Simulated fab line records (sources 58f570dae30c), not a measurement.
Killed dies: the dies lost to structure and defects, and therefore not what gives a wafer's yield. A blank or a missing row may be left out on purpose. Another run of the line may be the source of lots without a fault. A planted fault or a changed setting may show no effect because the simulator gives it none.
fab line records	flow berkeley_cmos170	part 2 of 2: steps 34 to 45 of 45
record: lots: 5	wafers: 15	last_day: 11
route steps=331 shown PWELL@42 WELLDRIVE@55 ACTIVE@60 PFIELD@79
lots that met no fault: taken from a fault-free run of the same line
start_h: start of the lot's first displayed wafer, in hours after the record's first day	wait_h: hours from the lot's prior step to this one	" identical to the entry in the row above	L1.1+2: one row covering several wafers at once	- either no value or no given start	* or withheld: withheld	< > ~ a bound
route shown NAME@n: NAME is a module with steps in the file, n the number in the route of the first one	usual: mean/standard deviation taken from wafers without a fault	same: alike in all rows	chamber/n: place in a boat	sites: readings site by site	_std_site: standard deviation of those values	_edge_site: mean of outer sites minus mean of inner sites	radius_mm: how far each site lies from the wafer's centre	mask NAME#n: copy n	behind: tool/chamber where the wafer was last shaped	hold: the reason the lot was held/the length of the hold in hours/how it ended	device: whichever transistor did not switch (one of n, p or np)	end of line: tests of these same wafers at the route's end	a step without rows: its recipe alone	killed: not the wafer's yield, but the dies lost to structure and defects at the first sort	map: the dies of a wafer, with x for killed, . for not killed, _ for no die there
set.NAME: the setting as run; set.NAME@STEP: as run at that earlier step	model.NAME: the simulator's own value behind a step, which no gauge read
a table for each step, a row for each wafer; lots at some steps of the route
services: a tool's chamber out of use, with start hour (start_h, from the record's first day; less than 0 if before it), hours out, and reason
== steps ==
step: UCB170_ACTIVE_ETCH_15
recipe: chemistry: CH3F/Ar/O2	target: Si3N4	stop_on: SiO2	CH3F_flow_sccm: 20	Ar_flow_sccm: 50	O2_flow_sccm: 7	pressure_mtorr: 50	rf_w: 450	target_depth_a: 2420	over_etch_frac: 0.1	time_s: 151
usual: drypump_motor_current_A: 5.7/0.41	oes_product_au: 0.934/0.016	throttle_valve_pct: 7.99/0.11
lot.wafer	tool	chamber	start_h	wait_h	drypump_motor_current_A	oes_product_au	rf_hours_counter_h	throttle_valve_pct
L075.1	rie_diel-04	0	106.79	0.0	6.3	0.935	138	7.91
L075.3	"	3	"	"	5.5	0.961	140	8.08
L075.6	"	2	"	"	5.8	0.939	-	8.20
L079.1	rie_diel-03	0	115.73	0.0	5.7	0.941	46	8.06
L079.4	"	2	"	"	6.4	0.927	76	7.85
L079.5	"	1	"	"	5.8	0.914	-	7.93
L090.1	rie_diel-03	2	158.13	0.0	6.4	0.928	78	7.87
L090.3	"	0	"	"	5.7	0.940	48	8.06
L090.5	"	1	"	"	5.8	0.923	-	7.92
L089.4	rie_diel-02	0	158.97	0.0	5.9	0.935	130	7.94
L089.5	"	0	"	"	5.9	0.938	-	7.96
L089.6	"	1	"	"	4.9	0.906	-	7.99
L093.3	rie_diel-02	1	169.28	0.0	5.0	0.914	28	7.96
L093.4	"	3	"	"	5.5	0.944	110	8.12
L093.6	"	2	"	"	6.0	0.904	-	7.88
step: UCB170_ACTIVE_STRIP_16
recipe: chemistry: O2	power_w: 400	pressure_mtorr: 3500	platen_temp_c: withheld	o2_flow_sccm: 400	overash_fraction: 0.5
usual: drypump_motor_current_A: 5.55/0.21	o2_flow_sccm: 400.2/1.2	oes_product_au: 0.720/0.0048	strip_time_to_endpoint_s: 18.11/0.091
lot.wafer	tool	chamber	start_h	wait_h	drypump_motor_current_A	o2_flow_sccm	oes_product_au	rf_hours_counter_h	strip_time_to_endpoint_s
L075.1	plasma_asher-02	0	106.89	0.1	5.51	397.8	0.722	30	17.88
L075.3	"	1	"	"	5.38	399.0	0.718	-	18.01
L075.6	"	1	"	"	5.39	400.9	0.726	-	17.91
L079.1	plasma_asher-02	1	115.83	0.1	5.42	399.8	0.716	31	18.02
L079.4	"	0	"	"	5.50	398.4	0.731	-	18.08
L079.5	"	0	"	"	5.47	400.3	0.719	-	18.12
L090.1	plasma_asher-02	1	158.24	0.1	5.40	401.1	0.716	36	18.11
L090.3	"	0	"	"	5.52	401.5	0.718	-	18.08
L090.5	"	1	"	"	5.40	401.2	0.719	-	18.10
L089.4	plasma_asher-02	0	159.11	0.1	5.50	400.0	0.728	-	18.04
L089.5	"	0	"	"	5.51	398.5	0.725	-	17.91
L089.6	"	1	"	"	5.40	400.0	0.712	-	17.98
L093.3	plasma_asher-01	0	169.41	0.1	5.93	401.5	0.728	-	18.15
L093.4	"	1	"	"	5.22	398.7	0.722	-	18.17
L093.6	"	1	"	"	5.22	400.1	0.713	-	18.14
step: UCB170_ACTIVE_CD_MEAS_90
recipe: target_cd_nm: 1200
usual: cd_nm: 1199.6/1.7
lot.wafer	tool	chamber	start_h	wait_h	cd_nm
L075.1	cd_sem-02	-	106.99	0.1	1198.1
L075.3	"	-	"	"	1197.6
L075.6	"	-	"	"	1198.1
L079.1	cd_sem-01	-	115.93	0.1	1195.2
L079.4	"	-	"	"	1198.0
L079.5	"	-	"	"	1197.1
L090.1	cd_sem-02	-	158.70	0.4	1201.0
L090.3	"	-	"	"	1200.8
L090.5	"	-	"	"	1202.1
L089.4	cd_sem-02	-	159.48	0.3	1200.2
L089.5	"	-	"	"	1201.1
L089.6	"	-	"	"	1199.6
L093.3	cd_sem-01	-	169.52	0.1	1197.8
L093.4	"	-	"	"	1199.1
L093.6	"	-	"	"	1197.8
step: UCB170_ACTIVE_CLEAN_17
recipe: chemistry: SPM	temp_c: 120	time_s: 600
lot.wafer	tool	chamber	start_h	wait_h
L075.1+3+6	wet_bench-02	2	107.11	0.1
L079.1+4+5	wet_bench-01	3	116.05	0.1
L090.1+3+5	wet_bench-01	3	158.82	0.1
L089.4+5+6	wet_bench-04	3	159.54	0.0
L093.3+4+6	wet_bench-02	1	169.70	0.2
step: UCB170_PFIELD_HMDS_00
recipe: prime_time_s: 60	prime_temp_c: 100
lot.wafer	tool	chamber	start_h	wait_h
L075.1+3+6	litho_track-03	0	107.39	0.1
L079.1+4+5	litho_track-04	0	116.42	0.2
L090.1+3+5	litho_track-03	0	158.99	0.0
L089.4+5+6	litho_track-03	0	160.01	0.3
L093.3+4+6	litho_track-01	0	170.12	0.3
step: UCB170_PFIELD_COAT_01
recipe: resist: KrF	spin_rpm: 1500	resist_thk_nm: 900
lot.wafer	tool	chamber	start_h	wait_h
L075.1+3+6	litho_track-03	0	107.54	0.1
L079.1+4+5	litho_track-04	0	116.57	0.1
L090.1+3+5	litho_track-03	0	159.14	0.1
L089.4+5+6	litho_track-03	0	160.16	0.1
L093.3+4+6	litho_track-01	0	170.27	0.1
step: UCB170_PFIELD_SOFTBAKE_02
recipe: resist: KrF	temp_c: 130	time_s: 60
lot.wafer	tool	chamber	start_h	wait_h
L075.1+3+6	litho_track-03	0	107.69	0.1
L079.1+4+5	litho_track-04	0	116.72	0.1
L090.1+3+5	litho_track-03	0	159.29	0.1
L089.4+5+6	litho_track-03	0	160.31	0.1
L093.3+4+6	litho_track-01	0	170.42	0.1
step: UCB170_PFIELD_EXPOSE_03
recipe: mask_id: PFIELD	na: 0.5	sigma_outer: 0.6	source_shape: conventional	target_cd_nm: 1500	dose_mj: 30
same: na: 0.5
lot.wafer	tool	chamber	start_h	wait_h	mask
L075.1+3+6	krf_scanner-02	0	107.84	0.1	PFIELD#0
L079.1+4+5	krf_scanner-02	0	116.99	0.2	PFIELD#0
L090.1+3+5	krf_scanner-02	0	159.57	0.2	PFIELD#0
L089.4+5+6	krf_scanner-02	0	160.57	0.2	PFIELD#0
L093.3+4+6	krf_scanner-02	0	170.90	0.5	PFIELD#0
step: UCB170_PFIELD_PEB_04
recipe: peb_temp_c: 130	peb_time_s: withheld	resist: KrF
lot.wafer	tool	chamber	start_h	wait_h
L075.1+3+6	litho_track-03	0	107.96	0.1
L079.1+4+5	litho_track-01	0	117.11	0.1
L090.1+3+5	litho_track-01	0	159.93	0.3
L089.4+5+6	litho_track-01	0	161.00	0.4
L093.3+4+6	litho_track-03	0	171.34	0.4
step: UCB170_PFIELD_DEVELOP_05
recipe: developer: TMAH	develop_time_s: 45	resist: KrF	dev_temp_c: 21
lot.wafer	tool	chamber	start_h	wait_h
L075.1+3+6	litho_track-03	0	-	-
L079.1+4+5	litho_track-01	0	-	-
L090.1+3+5	litho_track-01	0	-	-
L089.4+5+6	litho_track-01	0	-	-
L093.3+4+6	litho_track-03	0	-	-
step: UCB170_PFIELD_OVL_MEAS_06
usual: PFIELD_OVL: 2/5.1
lot.wafer	tool	chamber	start_h	wait_h	PFIELD_OVL[nm]
L075.1	overlay-02	-	108.23	-	4
L075.3	"	-	"	"	4
L075.6	"	-	"	"	-1
L079.1	overlay-01	-	117.39	-	3
L079.4	"	-	"	"	0
L079.5	"	-	"	"	6
L090.1	overlay-02	-	160.20	-	0
L090.3	"	-	"	"	-6
L090.5	"	-	"	"	-1
L089.4	overlay-02	-	161.22	-	0
L089.5	"	-	"	"	5
L089.6	"	-	"	"	2
L093.3	overlay-01	-	171.57	-	4
L093.4	"	-	"	"	3
L093.6	"	-	"	"	7
step: UCB170_PFIELD_IMPLANT_07
recipe: species: B	dose_cm2: 2.05e+13	energy_kev: 80	tilt_deg: 7
usual: beam_energy_keV: 79.997/0.025
same: implant_ion_amu: 11
lot.wafer	tool	chamber	start_h	wait_h	beam_energy_keV
L075.1	implanter-02	0	108.27	0.0	80.012
L075.3	"	0	"	"	80.029
L075.6	"	0	"	"	79.996
L079.1	implanter-01	0	117.42	0.0	79.968
L079.4	"	0	"	"	80.005
L079.5	"	0	"	"	79.995
L090.1	implanter-02	0	160.24	0.0	80.022
L090.3	"	0	"	"	80.060
L090.5	"	0	"	"	79.979
L089.4	implanter-02	0	161.31	0.1	80.029
L089.5	"	0	"	"	80.002
L089.6	"	0	"	"	80.027
L093.3	implanter-01	0	171.65	0.1	79.975
L093.4	"	0	"	"	79.964
L093.6	"	0	"	"	79.962
== services ==
tool	chamber	start_h	hours	kind
krf_scanner-01	-	39.63	1.3	pm
plasma_asher-02	-	41.11	8.3	repair
krf_scanner-01	-	41.14	3.7	repair
krf_scanner-02	-	48.49	3.6	pm
krf_scanner-02	-	56.23	1.2	repair
krf_scanner-01	-	57.47	1.0	pm
furnace-02	-	64.69	3.0	pm
implanter-02	-	69.37	3.0	pm
rie_diel-03	1	73.71	2.8	repair
krf_scanner-02	-	75.72	1.0	pm
krf_scanner-02	-	76.90	0.8	pm
implanter-02	-	80.95	4.1	repair
furnace-03	-	83.82	3.7	pm
rie_diel-04	1	87.32	1.6	repair
krf_scanner-01	-	99.86	5.4	repair
plasma_asher-02	-	102.76	2.8	pm
krf_scanner-02	-	107.09	0.5	repair
furnace-03	-	113.97	3.3	pm
rie_diel-04	3	118.32	3.7	repair
furnace-03	-	126.49	9.0	pm
wet_bench-02	-	138.16	4.4	pm
krf_scanner-02	-	155.19	1.3	pm
rie_diel-04	2	155.25	5.1	repair
plasma_asher-02	-	166.49	4.4	repair
